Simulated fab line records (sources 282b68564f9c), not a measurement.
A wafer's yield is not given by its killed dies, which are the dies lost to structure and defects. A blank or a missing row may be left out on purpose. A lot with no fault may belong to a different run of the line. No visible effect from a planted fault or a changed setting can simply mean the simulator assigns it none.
What tool caused it? ; flow ritCmos ; 14 lots, 42 wafers sampled, at 5 steps of a route of 202

## WHAT THE GAUGES SHOWED, per wafer
RIT_NSD_OVL_MEAS_06. Usual: NSD_OVL typically reads 1.1 nm, with standard deviation 1.3.
lot;measured;on;NSD_OVL (nm);flag
L392;day 3 05:07;overlay-01;1.5 2.7 0.9;
L394;day 3 16:06;overlay-01;2.0 1.3 1.2;
L395;day 3 18:21;overlay-01;1.0 0.2 0.1;
L396;day 4 00:14;overlay-02;0.1 -1.0 0.7;
L397;day 4 04:44;overlay-02;0.1 -2.1 0.3;
L398;day 4 09:06;overlay-01;3.3 3.6 1.6;
L399;day 4 11:32;overlay-01;2.2 2.4 2.3;
L400;day 4 22:05;overlay-01;2.6 1.1 1.1;
L402;day 5 03:10;overlay-02;0.6 0.1 -1.7;
L403;day 5 08:02;overlay-02;0.0 0.3 0.1;
L405;day 5 21:34;overlay-01;2.4 2.2 2.9;
L409;day 6 16:47;overlay-02;2.1 1.2 1.1;
L411;day 7 02:56;overlay-01;1.2 -2.0 0.1;
L414;day 7 18:53;overlay-01;1.5 1.7 2.9;

RIT_SILICIDE_RS_MEAS_02: measures by four-point-probe. Usual: SILICIDE_TI_RS typically reads 47.8 ohm/sq, with standard deviation 0.75.
lot;measured;on;SILICIDE_TI_RS (ohm/sq);flag
L392;day 3 08:19;filmMetro-03;47.4 47.1 47.9;
L394;day 3 19:20;filmMetro-02;47.0 46.7 47.1;
L395;day 3 21:24;filmMetro-03;47.9 47.3 47.9;
L396;day 4 03:25;filmMetro-04;48.7 48.3 49.1;
L397;day 4 07:59;filmMetro-04;48.1 48.2 47.6;
L398;day 4 12:23;filmMetro-03;49.6 48.2 48.5;
L399;day 4 14:38;filmMetro-02;47.7 47.4 48.1;
L400;day 5 01:17;filmMetro-02;47.0 48.0 47.9;
L402;day 5 06:14;filmMetro-03;49.3 49.4 49.2;
L403;day 5 11:16;filmMetro-03;47.1 47.0 47.7;
L405;day 6 01:07;filmMetro-04;48.7 47.8 48.2;
L409;day 6 20:13;filmMetro-04;80.9 79.6 79.6;OFF
L411;day 7 06:11;filmMetro-04;81.3 80.7 78.8;OFF
L414;day 7 22:25;filmMetro-02;47.5 47.5 48.5;

RIT_SILICIDE_THK_MEAS_03: measures by xrf. Usual: SILICIDE_TI_THK typically reads 30.0 nm, with standard deviation 0.45.
lot;measured;on;SILICIDE_TI_THK (nm);flag
L392;day 3 08:26;filmMetro-03;30.3 30.3 30.0;
L394;day 3 19:25;filmMetro-02;30.7 30.7 30.6;
L395;day 3 21:31;filmMetro-03;30.0 30.2 30.0;
L396;day 4 03:31;filmMetro-04;29.4 29.7 29.1;
L397;day 4 08:06;filmMetro-04;29.6 29.8 30.0;
L398;day 4 12:29;filmMetro-03;29.0 29.5 29.5;
L399;day 4 14:45;filmMetro-02;30.2 30.1 29.9;
L400;day 5 01:24;filmMetro-02;30.6 30.1 30.1;
L402;day 5 06:22;filmMetro-03;29.2 29.1 29.3;
L403;day 5 11:23;filmMetro-03;30.2 30.3 29.9;
L405;day 6 01:14;filmMetro-04;29.6 30.1 29.8;
L409;day 6 20:19;filmMetro-04;19.7 20.0 20.0;OFF
L411;day 7 06:18;filmMetro-04;19.7 19.8 20.1;OFF
L414;day 7 22:32;filmMetro-02;30.3 30.3 29.8;

## TOOL THAT RAN EACH LOT (tool first, then ch and the chambers of the sampled wafers, then the start)
lot;RIT_NSD_STRIP_09;RIT_SILICIDE_SPUTTER_01
L392;plasmaAsher-02 ch 0,1, day 3 05:28;pvdSputter-01, day 3 08:10
L394;plasmaAsher-01 ch 0,1, day 3 16:29;pvdSputter-01, day 3 19:07
L395;plasmaAsher-01 ch 0,1, day 3 18:41;pvdSputter-02, day 3 21:15
L396;plasmaAsher-02 ch 0,1, day 4 00:34;pvdSputter-01, day 4 03:14
L397;plasmaAsher-04 ch 0,1, day 4 05:04;pvdSputter-03, day 4 07:50
L398;plasmaAsher-04 ch 0,1, day 4 09:26;pvdSputter-01, day 4 12:13
L399;plasmaAsher-04 ch 0,1, day 4 11:53;pvdSputter-02, day 4 14:29
L400;plasmaAsher-01 ch 0,1, day 4 22:25;pvdSputter-01, day 5 01:08
L402;plasmaAsher-04 ch 0,1, day 5 03:30;pvdSputter-01, day 5 06:05
L403;plasmaAsher-01 ch 1, day 5 08:22;pvdSputter-03, day 5 11:06
L405;plasmaAsher-04 ch 0,1, day 5 21:53;pvdSputter-03, day 6 00:58
L409;plasmaAsher-04 ch 0,1, day 6 17:07;pvdSputter-03, day 6 20:02
L411;plasmaAsher-02 ch 0,1, day 7 03:16;pvdSputter-03, day 7 06:02
L414;plasmaAsher-02 ch 0,1, day 7 19:14;pvdSputter-01, day 7 22:16
- RIT_NSD_STRIP_09: strips in O2, time 180 s.
- RIT_SILICIDE_SPUTTER_01: material Ti, target thk 30 nm, time 240 s.

## WHAT THE TOOLS THEMSELVES READ (means of the sampled wafers that have a number; where no wafer has one, the mark that the record gives instead)
RIT_NSD_STRIP_09. Usual: drypumpMotorCurrentA at 6.0 A, with a standard deviation of 0.38.
lot;tool;drypumpMotorCurrentA (A);flag
L392;plasmaAsher-02;6.1;
L394;plasmaAsher-01;6.2;
L395;plasmaAsher-01;6.2;
L396;plasmaAsher-02;6.1;
L397;plasmaAsher-04;6.1;
L398;plasmaAsher-04;6.0;
L399;plasmaAsher-04;6.0;
L400;plasmaAsher-01;6.2;
L402;plasmaAsher-04;6.1;
L403;plasmaAsher-01;5.9;
L405;plasmaAsher-04;6.1;
L409;plasmaAsher-04;6.0;
L411;plasmaAsher-02;5.7;
L414;plasmaAsher-02;6.1;

RIT_SILICIDE_SPUTTER_01. Usual: throttleValvePct at 30.1 %, with a standard deviation of 0.83.
lot;tool;throttleValvePct (%);flag
L392;pvdSputter-01;30.0;
L394;pvdSputter-01;30.6;
L395;pvdSputter-02;30.6;
L396;pvdSputter-01;29.7;
L397;pvdSputter-03;29.8;
L398;pvdSputter-01;29.7;
L399;pvdSputter-02;30.9;
L400;pvdSputter-01;29.8;
L402;pvdSputter-01;29.0;
L403;pvdSputter-03;30.5;
L405;pvdSputter-03;30.7;
L409;pvdSputter-03;30.1;
L411;pvdSputter-03;30.7;
L414;pvdSputter-01;30.5;

## THE ANSWER, worked out from the rows above alone
Rule: a lot is off if the mean of its wafers that have a number lies more than 3 standard deviations from the usual mean. Also off: a lot with no number at a reading for which 4 or more lots have one. All remaining lots with rows at the step are treated as sound. The gauges are gone through in route order, then the tools' own readings, and for those a lot's mean is taken as printed above. At the first step where some lot is off, the reading lying furthest off is the one used; lots without a number count as furthest.
Off: at RIT_SILICIDE_RS_MEAS_02 (SILICIDE_TI_RS), L409, L411.
A tool fits if, at a process step before that reading, it ran every lot that is off, and no sound lot after the first of them. Those tools and the gauges at RIT_SILICIDE_RS_MEAS_02 are tried in the same way. This does not decide it: 2 tools fit, namely pvdSputter-03 at RIT_SILICIDE_SPUTTER_01 and filmMetro-04 at RIT_SILICIDE_RS_MEAS_02.

## WHAT THE SIMULATOR PUT IN
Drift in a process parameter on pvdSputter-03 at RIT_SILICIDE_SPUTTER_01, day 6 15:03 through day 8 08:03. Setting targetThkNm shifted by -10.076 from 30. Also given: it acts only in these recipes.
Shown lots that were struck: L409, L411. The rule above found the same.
